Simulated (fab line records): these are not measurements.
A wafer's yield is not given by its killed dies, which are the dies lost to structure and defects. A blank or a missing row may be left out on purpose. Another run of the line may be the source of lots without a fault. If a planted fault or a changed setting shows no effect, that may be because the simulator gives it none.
Struck lot and sound lot, side by side ; flow ritCmos ; 19 out of 202 route steps
Sound: wafers L914.3, L914.4, L914.5. Struck: wafers L923.2, L923.3. (L923.1 of the same lot was not struck and is left out.) The cause comes at the end.
For every step that has rows: the tool of each side, followed by ch and its chambers, followed by its first start. Under that, the readings that differ: sound wafers ; struck wafers ; difference of the means ; sigmas: that difference in standard deviations of wafers without a fault.
alike: readings whose means differ by less than 2 such deviations, and words and numbers that are the same on both sides. not compared: withheld readings, readings that some wafer has no value for, bounds like >300 that may hide the same value, and numbers for which the record gives no deviation and whose values overlap.
A row with sigmas, a row that says differs or no value, or rows on one side alone: a step with any of these is where the two part. When numbers do not overlap yet have no deviation, they are printed without sigmas and do not part them. Lack of a reading on every wafer of one side parts them only where that side has two or more wafers.

RIT_M1_SPUTTER_00: material Al, target thk 400 nm, time 500 s.
  sound on pvdSputter-01 at day 3 16:16; struck on pvdSputter-04 at day 5 13:28
  alike: throttleValvePct
RIT_M1_RS_MEAS_01: a four-point-probe measurement.
  sound on filmMetro-02 at day 3 16:37; struck on filmMetro-01 at day 5 13:45
  alike: M1_AL_RS
RIT_M1_THK_MEAS_02: measures by xrf.
  sound on filmMetro-02 at day 3 16:43; struck on filmMetro-01 at day 5 13:52
  alike: M1_AL_THK
then, 6 steps without rows for these wafers: RIT_M1_HMDS_03 (prime time 60 s); RIT_M1_COAT_04 (resist thk 1322 nm); RIT_M1_SOFTBAKE_05 (time 60 s); RIT_M1_EXPOSE_06 (exposes mask M12, target cd 2600 nm); RIT_M1_PEB_07; RIT_M1_DEVELOP_08 (develop time 68 s).
RIT_M1_CD_MEAS_09: target cd 2600 nm.
  sound on cdSem-02 at day 3 17:40; struck on cdSem-01 at day 5 15:09
reading;sound;struck;difference;sigmas
cdNm (nm);2598.3 2597.6 2599.1;2603.8 2601.8;+4.5;+2
RIT_M1_OVL_MEAS_10:
  sound on overlay-01 at day 3 17:46; struck on overlay-02 at day 5 15:16
reading;sound;struck;difference;sigmas
M1_OVL (nm);-2.2 -2.4 -1.7;0.9 1.4;+3.2;+2
then, 1 step without rows for these wafers: RIT_M1_HARDBAKE_11 (time 120 s).
RIT_M1_METAL_ETCH_12: etches Al in Cl2/BCl3, stops on SiO2, time 165 s, target depth 600 nm.
  sound on rieMetal-04 ch 0,1, day 3 18:05; struck on rieMetal-04 ch 1, day 5 15:33
  alike: drypumpMotorCurrentA, heBacksideLeakSccm, oesProductAu, throttleValvePct
  not compared: rfHoursCounterH
then, 1 step without rows for these wafers: RIT_M1_STRIP_13 (strips in nmp, time 600 s).
RIT_M1_STRIP_14: strips in O2, time 180 s.
  sound on plasmaAsher-01 ch 0,1, day 3 18:26; struck on plasmaAsher-02 ch 0,1, day 5 15:55
  alike: drypumpMotorCurrentA, rfReflPowerW
  not compared: rfHoursCounterH
RIT_M1_CD_MEAS_90: target cd 2600 nm.
  sound on cdSem-01 at day 3 18:35; struck on cdSem-01 at day 5 16:05
  alike: cdNm
then, 1 step without rows for these wafers: RIT_M1_ANNEAL_15 (time 1800 s).
RIT_M1_BOW_MEAS_16:
  sound on filmMetro-03 at day 3 20:22; struck on filmMetro-02 at day 5 17:42
  alike: M1_BOW
RIT_M1_PROBE_99:
  sound on prober-01 at day 3 20:32; struck on prober-02 at day 5 17:52
reading;sound;struck;difference;sigmas
hold;- - -;awaitDispo/3.4h/release awaitDispo/3.4h/release;no value on the sound wafers;
defectLimitedYield (%);99.2 98.1 97.3;88.3 89.8;-9.2;-8
killed_at_M0_to_M3;0 0 0;28 21;+24;+99 or more
killedDies;2 5 7;31 27;+24;+8
killedOnRim;1 0 1;10 7;+8;+6
sort_bin_3_pad_short (%);0 0 0;0.4 1.5;+0.9;+5
sort_bin_5_function (%);0.4 1.1 1.9;8.0 7.2;+6.5;+8
sort_bin_6_memory (%);0.4 0.8 0.8;3.4 1.5;+1.8;+3
sortNPass;262.0 259.0 257.0;233.0 237.0;-24.3;-8
sortYieldPct (%);99.2 98.1 97.3;88.3 89.8;-9.2;-8
model.etest.tester.sortNPass;262 259 257;233 237;-24;
model.etest.tester.sortYieldPct (%);99.24 98.11 97.35;88.26 89.77;-9.22;
model.etest.tester.sort_bin_5_pct (%);0.3788 1.136 1.894;7.955 7.197;+6.440;
model.etest.tester.sort_bin_6_pct (%);0.3788 0.7576 0.7576;3.409 1.515;+1.831;
  alike: killedAtFrontEnd, killedOpen, killedShort

== WHERE THEY PART ==
At RIT_M1_CD_MEAS_09 first; at RIT_M1_PROBE_99 last (within this record only).

WHY: what had been put in by the simulator
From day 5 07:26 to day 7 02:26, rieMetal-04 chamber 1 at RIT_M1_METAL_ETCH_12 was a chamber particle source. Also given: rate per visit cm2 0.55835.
